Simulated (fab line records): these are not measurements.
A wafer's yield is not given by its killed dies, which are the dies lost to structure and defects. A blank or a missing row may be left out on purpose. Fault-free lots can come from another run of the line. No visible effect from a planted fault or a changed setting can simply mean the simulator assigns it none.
fab line records	flow ritCmos
[record] lots = 6	wafers = 18	lastDay = 9
route steps=202 shown PRETRO@69 GATE@75 FOX2@80 REOX@98 NLDD@103 M1@202
lots with no fault: from the same line, run without faults
startH: hours from the record's first day to the start of the lot's first wafer shown	waitH: hours elapsed since this lot's preceding step	" unchanged from the row above	L1.1+2: a row that stands for several wafers	- no value, or no start was given	* or withheld: withheld	< > ~ a bound
route shown NAME@n: names a module that has steps shown in the file, with the first one's number in the route	usual: the fault-free wafers' mean and standard deviation	same: alike in all rows	chamber/n: place in a boat	sites: per-site readings	_std_site: standard deviation of those values	_edge_site: the outer-site mean with the inner-site mean subtracted	radiusMm: how far each site lies from the wafer's centre	mask NAME#n: copy n	behind: the last tool/chamber to shape the wafer	hold: what put the lot on hold/how long, in hours/how the hold closed	device: the transistor (n, p or np) that didn't switch	end of line: the tests these same wafers got at the end of their route	where a step has no rows: the recipe by itself	killed: the dies lost at the first sort to structure and to defects; this is not the yield of the wafer	map: a wafer's dies, marking killed ones x, the rest . and places with no die _
set.NAME: setting as actually run; set.NAME@STEP: the setting as run at that earlier step	model.NAME: the simulator's own value behind a step, which no gauge read
lots seen at some steps along the route; tables by step, rows by wafer
services: the hour from which a tool's chamber was out of use, counted from the record's first day as startH (under 0 if before that day), plus the number of hours and why
[[steps]]
[step RIT_PRETRO_DEVELOP_05]
[recipe] resist = NOVOLAK	developTimeS = 68	devTempC = 23
[step RIT_PRETRO_OVL_MEAS_06]
[usual] PRETRO_OVL = -0.4/1.6
lot.wafer	tool	chamber	startH	waitH	PRETRO_OVL[nm]
L991.2	overlay-01	-	47.05	-	0.2
L991.3	"	-	"	"	-2.9
L991.4	"	-	"	"	-4.3
L996.1	overlay-01	-	73.00	-	-1.8
L996.3	"	-	"	"	-0.2
L996.4	"	-	"	"	-1.3
L997.3	overlay-02	-	76.35	-	0.4
L997.5	"	-	"	"	1.9
L997.6	"	-	"	"	-1.3
L106.3	overlay-01	-	126.20	-	-1.2
L106.4	"	-	"	"	-1.3
L106.5	"	-	"	"	-3.0
L110.1	overlay-02	-	141.11	-	-1.5
L110.5	"	-	"	"	0.4
L110.6	"	-	"	"	-0.4
L111.2	overlay-02	-	146.99	-	-1.1
L111.3	"	-	"	"	-0.8
L111.4	"	-	"	"	1.3
[step RIT_PRETRO_HARDBAKE_07]
[recipe] resist = NOVOLAK	tempC = 140	timeS = 120
[step RIT_PRETRO_IMPLANT_08]
[recipe] species = B	energyKev = 45.75	doseCm2 = 1.2e+13	tiltDeg = 7
[step RIT_PRETRO_STRIP_09]
[recipe] chemistry = O2	timeS = 180	resist = NOVOLAK	platenTempC = withheld	powerW = 500	pressureMtorr = 4000	o2FlowSccm = 4000
[usual] drypumpMotorCurrentA = 6.1/0.54	o2FlowSccm = 3998/11
lot.wafer	tool	chamber	startH	waitH	drypumpMotorCurrentA	o2FlowSccm	rfHoursCounterH
L991.2	plasmaAsher-01	1	47.48	0.1	5.6	4016	42
L991.3	"	0	"	"	6.7	3994	-
L991.4	"	1	"	"	5.6	3994	-
L996.1	plasmaAsher-04	1	73.43	0.1	5.1	3989	46
L996.3	"	0	"	"	6.3	4002	-
L996.4	"	1	"	"	5.1	4018	-
L997.3	plasmaAsher-02	0	76.83	0.1	6.1	3998	-
L997.5	"	0	"	"	6.1	4004	-
L997.6	"	1	"	"	6.6	4013	-
L106.3	plasmaAsher-02	1	126.71	0.1	6.6	4009	-
L106.4	"	0	"	"	6.1	3981	-
L106.5	"	1	"	"	6.6	3993	-
L110.1	plasmaAsher-02	0	141.54	0.1	6.1	3991	34
L110.5	"	0	"	"	6.1	4008	-
L110.6	"	1	"	"	6.6	4018	-
L111.2	plasmaAsher-02	0	147.42	0.1	6.1	4003	35
L111.3	"	1	"	"	6.6	3998	-
L111.4	"	0	"	"	6.1	3977	-
[step RIT_PRETRO_TW_MEAS_10]
[usual] PRETRO_TW = 483/4.7
lot.wafer	tool	chamber	startH	waitH	PRETRO_TW
L991.2	filmMetro-04	-	47.67	0.1	489
L991.3	"	-	"	"	490
L991.4	"	-	"	"	488
L996.1	filmMetro-04	-	73.61	0.1	489
L996.3	"	-	"	"	487
L996.4	"	-	"	"	488
L997.3	filmMetro-01	-	76.97	0.1	474
L997.5	"	-	"	"	474
L997.6	"	-	"	"	476
L106.3	filmMetro-03	-	126.84	0.1	483
L106.4	"	-	"	"	483
L106.5	"	-	"	"	483
L110.1	filmMetro-03	-	141.72	0.1	482
L110.5	"	-	"	"	481
L110.6	"	-	"	"	483
L111.2	filmMetro-04	-	147.61	0.1	484
L111.3	"	-	"	"	484
L111.4	"	-	"	"	485
[step RIT_GATE_WET_ETCH_00]
[recipe] chemistry = BOE	target = SiO2	targetDepthNm = 56	timeS = 60	dry = n2Spin	dilution = 10:1	tempC = 21.5
[step RIT_GATE_CLEAN_01]
[recipe] chemistry = SC1	mix = 3:3:50	timeS = 600	tempC = 75
[step RIT_GATE_CLEAN_02]
[recipe] chemistry = dHF	dilution = 50:1	timeS = 30
[step RIT_GATE_CLEAN_03]
[recipe] chemistry = SC2	mix = 3:3:50	timeS = 600	tempC = 75	dry = n2Spin
[step RIT_GATE_CLEAN_04]
[recipe] chemistry = dHF	dilution = 50:1	timeS = 60	dry = n2Spin
[step RIT_FOX2_THK_MEAS_91]
[recipe] reads = SiO2_of_FOX2_OXIDATION_00
[usual] FIELD_OXIDE_LEFT_2_THK = 263/6.2
lot.wafer	tool	chamber	startH	waitH	FIELD_OXIDE_LEFT_2_THK[nm]
L991.2	filmMetro-01	-	48.15	0.0	261
L991.3	"	-	"	"	264
L991.4	"	-	"	"	266
L996.1	filmMetro-01	-	74.28	0.0	267
L996.3	"	-	"	"	266
L996.4	"	-	"	"	266
L997.3	filmMetro-01	-	77.64	0.0	278
L997.5	"	-	"	"	278
L997.6	"	-	"	"	279
L106.3	filmMetro-04	-	127.32	0.0	256
L106.4	"	-	"	"	268
L106.5	"	-	"	"	265
L110.1	filmMetro-01	-	142.20	0.0	255
L110.5	"	-	"	"	259
L110.6	"	-	"	"	255
L111.2	filmMetro-01	-	148.09	0.0	261
L111.3	"	-	"	"	257
L111.4	"	-	"	"	262
[step RIT_GATE_OXIDATION_05]
[recipe] tempC = 900	ambient = O2	targetThkA = 30	oxTimeS = 270
[usual] tubeCenterTempC = 900.01/0.085
lot.wafer	tool	chamber	startH	waitH	tubeCenterTempC
L996.1	furnace-02	0	74.34	0.1	899.88
L996.3	"	0	"	"	899.95
L996.4	"	0	"	"	899.98
L106.3	furnace-02	0	127.98	0.6	899.97
L106.4	"	0	"	"	900.05
L106.5	"	0	"	"	899.96
L110.1	furnace-04	0	142.77	0.6	899.97
L110.5	"	0	"	"	900.04
L110.6	"	0	"	"	900.05
L111.2	furnace-03	0	148.14	0.0	900.15
L111.3	"	0	"	"	900.06
L111.4	"	0	"	"	899.8
L991.2	furnace-03	0	168.46	120.3	899.84
L991.3	"	0	"	"	899.94
L991.4	"	0	"	"	900.16
L997.3	furnace-04	0	197.68	120.0	899.95
L997.5	"	0	"	"	900.05
L997.6	"	0	"	"	900.04
[step RIT_GATE_ANNEAL_06]
[recipe] tempC = 900	timeS = 600	ambient = N2O
[step RIT_GATE_THK_MEAS_07]
[recipe] reads = SiO2_of_GATE_OXIDATION_05
[usual] GATE_OXIDE_THK = 3.04/0.072
lot.wafer	tool	chamber	startH	waitH	GATE_OXIDE_THK[nm]
L996.1	filmMetro-01	-	75.67	0.0	3.10
L996.3	"	-	"	"	3.16
L996.4	"	-	"	"	3.15
L106.3	filmMetro-02	-	129.33	0.0	3.13
L106.4	"	-	"	"	3.03
L106.5	"	-	"	"	3.13
L110.1	filmMetro-04	-	144.10	0.0	2.93
L110.5	"	-	"	"	3.03
L110.6	"	-	"	"	2.96
L111.2	filmMetro-04	-	149.47	0.0	2.99
L111.3	"	-	"	"	3.03
L111.4	"	-	"	"	3.02
L991.2	filmMetro-02	-	169.79	0.0	3.01
L991.3	"	-	"	"	3.01
L991.4	"	-	"	"	3.01
L997.3	filmMetro-01	-	199.03	0.0	3.00
L997.5	"	-	"	"	3.05
L997.6	"	-	"	"	3.02
[step RIT_GATE_CVD_08]
[recipe] material = poly-Si	targetThkNm = 250	tempC = 610	precursor = SiH4	timeS = 2220	pressureMtorr = 300	sih4FlowSccm = 100
[step RIT_GATE_THK_MEAS_09]
[recipe] reads = poly-Si_of_GATE_CVD_08
[usual] GATE_POLY_THK = 249.4/2.6
lot.wafer	tool	chamber	startH	waitH	GATE_POLY_THK[nm]
L996.1	filmMetro-04	-	77.35	0.0	253.5
L996.3	"	-	"	"	253.5
L996.4	"	-	"	"	253.0
L106.3	filmMetro-04	-	131.00	0.0	247.4
L106.4	"	-	"	"	246.0
L106.5	"	-	"	"	246.6
L110.1	filmMetro-01	-	145.77	0.0	249.6
L110.5	"	-	"	"	251.6
L110.6	"	-	"	"	251.2
L111.2	filmMetro-01	-	151.15	0.0	248.2
L111.3	"	-	"	"	248.7
L111.4	"	-	"	"	248.2
L991.2	filmMetro-01	-	172.14	0.0	248.5
L991.3	"	-	"	"	245.8
L991.4	"	-	"	"	248.0
L997.3	filmMetro-04	-	200.71	0.0	245.2
L997.5	"	-	"	"	247.1
L997.6	"	-	"	"	247.1
[step RIT_GATE_HMDS_10]
[recipe] primeTimeS = 60	primeTempC = 140
[step RIT_GATE_COAT_11]
[recipe] resist = NOVOLAK	spinRpm = 4250	resistThkNm = 841
[step RIT_GATE_SOFTBAKE_12]
[recipe] resist = NOVOLAK	tempC = 90	timeS = 60
[step RIT_GATE_EXPOSE_13]
[recipe] maskId = M6	na = 0.6	sourceShape = conventional	sigmaOuter = 0.6	targetCdNm = 150	doseMj = 380
[step RIT_GATE_PEB_14]
[recipe] resist = NOVOLAK	tempC = withheld	timeS = withheld
[step RIT_GATE_DEVELOP_15]
[recipe] resist = NOVOLAK	developTimeS = 50	devTempC = 23
[step RIT_GATE_CD_MEAS_16]
[recipe] targetCdNm = 150
[usual] cdNm = 150.6/2.7
lot.wafer	tool	chamber	startH	waitH	cdNm
L996.1	cdSem-01	-	78.26	-	152.3
L996.3	"	-	"	"	148.8
L996.4	"	-	"	"	152.1
L106.3	cdSem-01	-	131.93	-	154.8
L106.4	"	-	"	"	156.1
L106.5	"	-	"	"	154.3
L110.1	cdSem-01	-	146.68	-	149.7
L110.5	"	-	"	"	151.6
L110.6	"	-	"	"	150.7
L111.2	cdSem-02	-	152.19	-	149.0
L111.3	"	-	"	"	149.8
L111.4	"	-	"	"	150.2
L991.2	cdSem-01	-	173.19	-	149.1
L991.3	"	-	"	"	150.0
L991.4	"	-	"	"	150.8
L997.3	cdSem-01	-	201.64	-	147.5
L997.5	"	-	"	"	146.6
L997.6	"	-	"	"	147.0
[step RIT_GATE_OVL_MEAS_17]
[usual] GATE_OVL = 0.0/1.3
lot.wafer	tool	chamber	startH	waitH	GATE_OVL[nm]
L996.1	overlay-01	-	78.38	0.1	0.3
L996.3	"	-	"	"	0.6
L996.4	"	-	"	"	-0.3
L106.3	overlay-01	-	132.03	0.1	-0.7
L106.4	"	-	"	"	0.1
L106.5	"	-	"	"	1.4
L110.1	overlay-01	-	146.80	0.1	-0.8
L110.5	"	-	"	"	-0.5
L110.6	"	-	"	"	1.9
L111.2	overlay-01	-	152.30	0.1	0.5
L111.3	"	-	"	"	-0.9
L111.4	"	-	"	"	0.4
L991.2	overlay-02	-	173.30	0.1	-0.4
L991.3	"	-	"	"	0.8
L991.4	"	-	"	"	0.2
L997.3	overlay-02	-	201.73	0.1	0.3
L997.5	"	-	"	"	0.7
L997.6	"	-	"	"	0.8
[step RIT_GATE_HARDBAKE_18]
[recipe] resist = NOVOLAK	tempC = 140	timeS = 60
[step RIT_GATE_ETCH_19]
[recipe] chemistry = SF6/CHF3/O2	timeS = 165	SF6_flow_sccm = 30	CHF3_flow_sccm = 30	O2_flow_sccm = 5	target = poly-Si	pressureMtorr = 40	rfW = 160	targetDepthA = 3125	overEtchFrac = 0.25	stopOn = SiO2
[usual] drypumpMotorCurrentA = 5.6/0.38	oesProductAu = 0.843/0.013	throttleValvePct = 10.26/0.11
lot.wafer	tool	chamber	startH	waitH	drypumpMotorCurrentA	oesProductAu	rfHoursCounterH	throttleValvePct
L996.1	rieSi-02	0	78.56	0.1	5.8	0.862	83	10.20
L996.3	"	1	"	"	6.2	0.835	48	10.08
L996.4	"	2	"	"	5.7	0.847	2	10.43
L106.3	rieSi-02	0	132.20	0.1	5.8	0.853	83	10.23
L106.4	"	2	"	"	5.7	0.827	2	10.42
L106.5	"	2	"	"	5.8	0.827	-	10.43
L110.1	rieSi-02	1	147.11	0.1	6.2	0.832	48	10.06
L110.5	"	3	"	"	5.2	0.840	-	10.25
L110.6	"	2	"	"	5.8	0.841	-	10.42
L111.2	rieSi-01	3	152.51	0.1	5.7	0.840	65	10.30
L111.3	"	0	"	"	4.9	0.851	69	10.28
L111.4	"	1	"	"	5.5	0.826	121	10.34
L991.2	rieSi-01	3	173.48	0.1	5.6	0.840	65	10.30
L991.3	"	0	"	"	4.9	0.852	68	10.26
L991.4	"	1	"	"	5.5	0.829	120	10.35
L997.3	rieSi-01	1	201.90	0.1	5.5	0.823	121	10.35
L997.5	"	0	"	"	4.9	0.848	-	10.25
L997.6	"	1	"	"	5.5	0.829	-	10.36
[step RIT_GATE_STRIP_20]
[recipe] chemistry = O2	timeS = 180	resist = NOVOLAK	platenTempC = withheld	powerW = 500	pressureMtorr = 4000	o2FlowSccm = 4000
[usual] drypumpMotorCurrentA = 5.9/0.68	o2FlowSccm = 4000/12
lot.wafer	tool	chamber	startH	waitH	drypumpMotorCurrentA	o2FlowSccm	rfHoursCounterH
L996.1	plasmaAsher-01	0	78.67	0.1	6.8	4004	44
L996.3	"	0	"	"	6.8	4023	-
L996.4	"	1	"	"	5.6	4002	-
L106.3	plasmaAsher-04	0	132.37	0.1	6.3	4021	-
L106.4	"	1	"	"	5.2	3985	-
L106.5	"	0	"	"	6.3	4009	-
L110.1	plasmaAsher-01	0	147.22	0.1	6.8	3999	51
L110.5	"	0	"	"	6.8	4011	-
L110.6	"	1	"	"	5.7	3981	-
L111.2	plasmaAsher-03	0	152.62	0.1	6.2	3990	50
L111.3	"	1	"	"	4.9	4015	-
L111.4	"	0	"	"	6.2	3994	-
L991.2	plasmaAsher-01	1	173.58	0.1	5.6	4019	43
L991.3	"	1	"	"	5.6	4011	-
L991.4	"	0	"	"	6.8	3998	-
L997.3	plasmaAsher-01	0	202.07	0.1	6.7	4000	-
L997.5	"	0	"	"	6.8	3995	-
L997.6	"	1	"	"	5.6	3977	-
[step RIT_GATE_CD_MEAS_90]
[recipe] targetCdNm = 150
[usual] cdNm = 150.6/2.7
lot.wafer	tool	chamber	startH	waitH	cdNm
L996.1	cdSem-02	-	78.85	0.1	152.7
L996.3	"	-	"	"	148.3
L996.4	"	-	"	"	152.2
L106.3	cdSem-01	-	132.52	0.1	155.4
L106.4	"	-	"	"	156.2
L106.5	"	-	"	"	154.1
L110.1	cdSem-01	-	147.39	0.1	149.5
L110.5	"	-	"	"	151.5
L110.6	"	-	"	"	151.1
L111.2	cdSem-01	-	152.82	0.1	149.3
L111.3	"	-	"	"	149.9
L111.4	"	-	"	"	150.1
L991.2	cdSem-02	-	173.78	0.1	149.3
L991.3	"	-	"	"	149.6
L991.4	"	-	"	"	150.2
L997.3	cdSem-02	-	202.22	0.1	147.3
L997.5	"	-	"	"	146.3
L997.6	"	-	"	"	147.4
[step RIT_REOX_CLEAN_00]
[recipe] chemistry = SC1	mix = 3:3:50	timeS = 591.2	tempC = 75
[step RIT_REOX_CLEAN_01]
[recipe] chemistry = dHF	dilution = 50:1	timeS = 30
[step RIT_REOX_CLEAN_02]
[recipe] chemistry = SC2	mix = 3:3:50	timeS = 600	tempC = 75	dry = n2Spin
[step RIT_REOX_OXIDATION_03]
[recipe] tempC = 900	ambient = O2	targetThkA = 252	oxTimeS = 5580
[step RIT_REOX_THK_MEAS_04]
[recipe] reads = SiO2_of_REOX_OXIDATION_03
[usual] REOX_OXIDE_THK = 25.3/0.46
lot.wafer	tool	chamber	startH	waitH	REOX_OXIDE_THK[nm]
L996.1	filmMetro-01	-	82.09	0.0	25.2
L996.3	"	-	"	"	25.0
L996.4	"	-	"	"	25.2
L106.3	filmMetro-02	-	135.54	0.0	24.7
L106.4	"	-	"	"	25.2
L106.5	"	-	"	"	25.0
L110.1	filmMetro-03	-	150.45	0.0	25.2
L110.5	"	-	"	"	26.1
L110.6	"	-	"	"	25.4
L111.2	filmMetro-03	-	156.52	0.0	25.6
L111.3	"	-	"	"	25.6
L111.4	"	-	"	"	25.7
L991.2	filmMetro-02	-	176.84	0.0	25.9
L991.3	"	-	"	"	25.5
L991.4	"	-	"	"	25.5
L997.3	filmMetro-01	-	205.65	0.0	25.9
L997.5	"	-	"	"	25.6
L997.6	"	-	"	"	25.3
[step RIT_NLDD_HMDS_00]
[recipe] primeTimeS = 60	primeTempC = 140
[step RIT_NLDD_COAT_01]
[recipe] resist = NOVOLAK	spinRpm = 3250	resistThkNm = 1000
lot.wafer	tool	chamber	startH	waitH	model.NOVOLAK_of_NLDD_COAT_01.thkNm
L996.1	lithoTrack-01	0	82.30	0.1	1000
L996.3	"	0	"	"	995.9
L996.4	"	0	"	"	1001
L106.3+5	lithoTrack-02	0	135.78	0.1	1003
L106.4	"	0	"	"	1002
L110.1	lithoTrack-03	0	150.66	0.1	999
L110.5	"	0	"	"	1003
L110.6	"	0	"	"	998.8
L111.2	lithoTrack-03	0	156.87	0.1	999.5
L111.3	"	0	"	"	1001
L111.4	"	0	"	"	997.5
L991.2	lithoTrack-02	0	177.07	0.1	1007
L991.3	"	0	"	"	1005
L991.4	"	0	"	"	1009
L997.3	lithoTrack-01	0	205.89	0.1	998.3
L997.5	"	0	"	"	1001
L997.6	"	0	"	"	1002
[step RIT_NLDD_SOFTBAKE_02]
[recipe] resist = NOVOLAK	tempC = 90	timeS = 60
[step RIT_M1_PROBE_99]
[usual] killed_at_M0_to_M3 = 0.1/0.34	killedAtContacts = 0.1/0.26	killedAtFrontEnd = 7/3.1	killedDies = 7/3.1	killedOpen = 3.5/1.9	killedShort = 3.4/2.1
[same] grossDies = 264	killed_at_M4_up = 0	killedAtBackSide = 0	killedAtOther = 0
lot.wafer	tool	chamber	startH	waitH	killed_at_M0_to_M3	killedAtContacts	killedAtFrontEnd	killedDies	killedOpen	killedShort	model.etest.nmos_0p15.gateBvV	model.etest.pmos_0p15.gateBvV	model.etest.pmos_0p15.bvV	model.etest.pmos_0p3.bvV	model.etest.nmos_0p15.bvV	model.etest.nmos_0p3.bvV
L996.1	prober-02	-	100.35	0.1	1	0	8	9	2	7	4.939	4.824	5.775	5.774	5.577	5.577
L996.3	prober-02	-	100.45	0.2	0	0	5	5	3	2	4.954	4.821	5.769	5.768	5.578	5.578
L996.4	prober-02	-	100.50	0.2	0	0	9	9	6	3	4.934	4.819	5.784	5.782	5.582	5.582
L106.3	prober-02	-	152.67	0.2	0	0	4	4	3	1	4.965	4.857	5.79	5.788	5.578	5.578
L106.4	prober-02	-	152.72	0.2	0	0	4	4	2	2	4.836	4.778	5.751	5.749	5.522	5.522
L106.5	prober-02	-	152.77	0.2	0	0	7	7	4	3	4.9	4.838	5.764	5.763	5.559	5.559
L110.1	prober-02	-	168.31	0.1	1	0	7	8	5	3	4.762	4.659	5.67	5.667	5.467	5.467
L110.5	prober-02	-	168.51	0.2	0	0	4	4	3	1	4.846	4.723	5.696	5.695	5.48	5.48
L110.6	prober-02	-	168.56	0.2	0	0	7	7	4	3	4.749	4.713	5.699	5.697	5.454	5.454
L111.2	prober-01	-	174.30	0.1	0	0	4	4	3	1	4.819	4.771	5.686	5.686	5.463	5.463
L111.3	prober-01	-	174.35	0.2	1	0	9	10	3	7	4.793	4.743	5.695	5.694	5.458	5.458
L111.4	prober-01	-	174.40	0.2	0	0	4	4	0	4	4.838	4.7	5.652	5.652	5.499	5.499
L991.2	prober-01	-	194.32	0.1	0	0	7	7	6	1	4.406	4.309	5.375	5.375	5.293	5.293
L991.3	prober-01	-	194.37	0.2	0	0	2	2	1	0	4.41	4.324	5.382	5.382	5.29	5.29
L991.4	prober-01	-	194.42	0.2	0	1	8	9	5	3	4.445	4.308	5.36	5.359	5.319	5.319
L997.3	prober-01	-	226.27	0.2	0	0	11	11	6	3	4.4	4.291	5.377	5.376	5.228	5.228
L997.5	prober-01	-	226.37	0.2	0	0	10	10	6	2	4.473	4.325	5.404	5.402	5.285	5.285
L997.6	prober-01	-	226.42	0.2	0	0	8	8	5	2	4.415	4.326	5.409	5.407	5.254	5.254
// killed by level:class
L996.1 SILICIDE:geometricParticle:short=3 FOX1:geometricParticle:short=2 GATE:geometricParticle:short=2 SILICIDE:geometricParticle:open=1 M1:geometricParticle:open=1
L996.3 GATE:geometricParticle:open=2 FOX1:geometricParticle:short=1 REOX:geometricParticle:open=1 SILICIDE:geometricParticle:short=1
L996.4 REOX:geometricParticle:open=3 FOX1:geometricParticle:short=2 FOX1:geometricParticle:open=1 GATE:geometricParticle:open=1 GATE:geometricParticle:short=1 SILICIDE:geometricParticle:open=1
L106.3 FOX1:geometricParticle:open=1 GATE:geometricParticle:open=1 REOX:geometricParticle:open=1 SILICIDE:geometricParticle:short=1
L106.4 FOX2:geometricParticle:open=2 FOX1:geometricParticle:short=1 GATE:geometricParticle:short=1
L106.5 GATE:geometricParticle:open=2 SILICIDE:geometricParticle:open=2 FOX1:geometricParticle:short=1 GATE:geometricParticle:short=1 SPACER:geometricParticle:short=1
L110.1 SPACER:geometricParticle:open=4 FOX2:geometricParticle:open=1 FOX2:geometricParticle:short=1 GATE:geometricParticle:short=1 M1:geometricParticle:short=1
L110.5 GATE:geometricParticle:short=1 REOX:geometricParticle:open=1 SPACER:geometricParticle:open=1 SILICIDE:geometricParticle:open=1
L110.6 GATE:geometricParticle:short=2 GATE:geometricParticle:open=2 FOX1:geometricParticle:short=1 FOX1:geometricParticle:open=1 REOX:geometricParticle:open=1
L111.2 GATE:geometricParticle:open=2 GATE:geometricParticle:short=1 SILICIDE:geometricParticle:open=1
L111.3 GATE:geometricParticle:short=6 FOX2:geometricParticle:open=1 GATE:geometricParticle:open=1 REOX:geometricParticle:open=1 M1:geometricParticle:short=1
L111.4 FOX1:geometricParticle:short=1 GATE:geometricParticle:short=1 SPACER:geometricParticle:short=1 SILICIDE:geometricParticle:short=1
L991.2 GATE:geometricParticle:open=3 SILICIDE:geometricParticle:open=3 GATE:geometricParticle:short=1
L991.3 GATE:geometricParticle:open=1 NSD:coatMicrobubblePrinted=1
L991.4 GATE:geometricParticle:short=3 GATE:geometricParticle:open=2 REOX:geometricParticle:open=2 SPACER:geometricParticle:open=1 CONTACT:coatMicrobubblePrinted=1
L997.3 SPACER:geometricParticle:open=5 SPACER:geometricParticle:short=2 NSD:coatMicrobubblePrinted=2 REOX:geometricParticle:short=1 REOX:geometricParticle:open=1
L997.5 SPACER:geometricParticle:open=3 FOX1:geometricParticle:open=1 FOX2:geometricParticle:short=1 FOX2:geometricParticle:open=1 GATE:geometricParticle:short=1 SILICIDE:geometricParticle:open=1 GATE:coatMicrobubblePrinted=1 NSD:coatMicrobubblePrinted=1
L997.6 REOX:geometricParticle:open=4 GATE:geometricParticle:short=1 GATE:geometricParticle:open=1 REOX:geometricParticle:short=1 GATE:coatMicrobubblePrinted=1
[[services]]
tool	chamber	startH	hours	kind
rieSi-02	1	26.75	43.1	repair
rieSi-02	2	28.32	7.6	repair
plasmaAsher-02	-	38.91	14.6	pm
furnace-04	-	44.29	2.8	pm
plasmaAsher-01	-	59.59	11.9	repair
furnace-03	-	62.05	5.0	pm
rieSi-02	0	80.78	2.1	repair
rieSi-01	2	81.52	6.8	repair
furnace-04	-	88.98	29.7	pm
furnace-03	-	98.44	2.9	pm
plasmaAsher-04	-	101.70	3.8	repair
plasmaAsher-04	-	108.75	9.0	pm
plasmaAsher-04	0	108.75	9.0	ventCycle
plasmaAsher-04	1	108.75	9.0	ventCycle
rieSi-01	0	110.61	3.7	repair
plasmaAsher-04	0	117.75	-	clean
plasmaAsher-04	1	117.75	-	clean
rieSi-01	-	145.90	2.8	pm
rieSi-02	-	156.43	2.8	pm
plasmaAsher-03	-	160.65	8.0	repair
[[key]]
[firstSign] step = RIT_GATE_OXIDATION_05	reading = waitH	direction = changed
effect none on later readings
[modelEffect] step = RIT_NLDD_COAT_01	value = NOVOLAK_of_NLDD_COAT_01.thkNm	without = 1002	struck = 1004
[modelEffect] step = RIT_M1_PROBE_99	value = etest.nmos_0p15.gateBvV	without = 4.831	struck = 4.425
metAt RIT_GATE_OXIDATION_05
struckWafers L991.2,L991.3,L991.4,L997.3,L997.5,L997.6
testerLeftOut L991,L997
[fault] kind = queueTimeViolation	tool = furnace-02,furnace-03,furnace-04	chamber = 0	onsetH = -	steps = RIT_GATE_OXIDATION_05	delayHr = 120	scope = struckLotsOnly
// testerLeftOut: of these lots the tester's yield and bins aren't shown, on N5 and GAA mostly nor the transistor test; their killed dies are dies lost to structure and defects alone, not to doping, threshold or leakage, so they don't give the yield
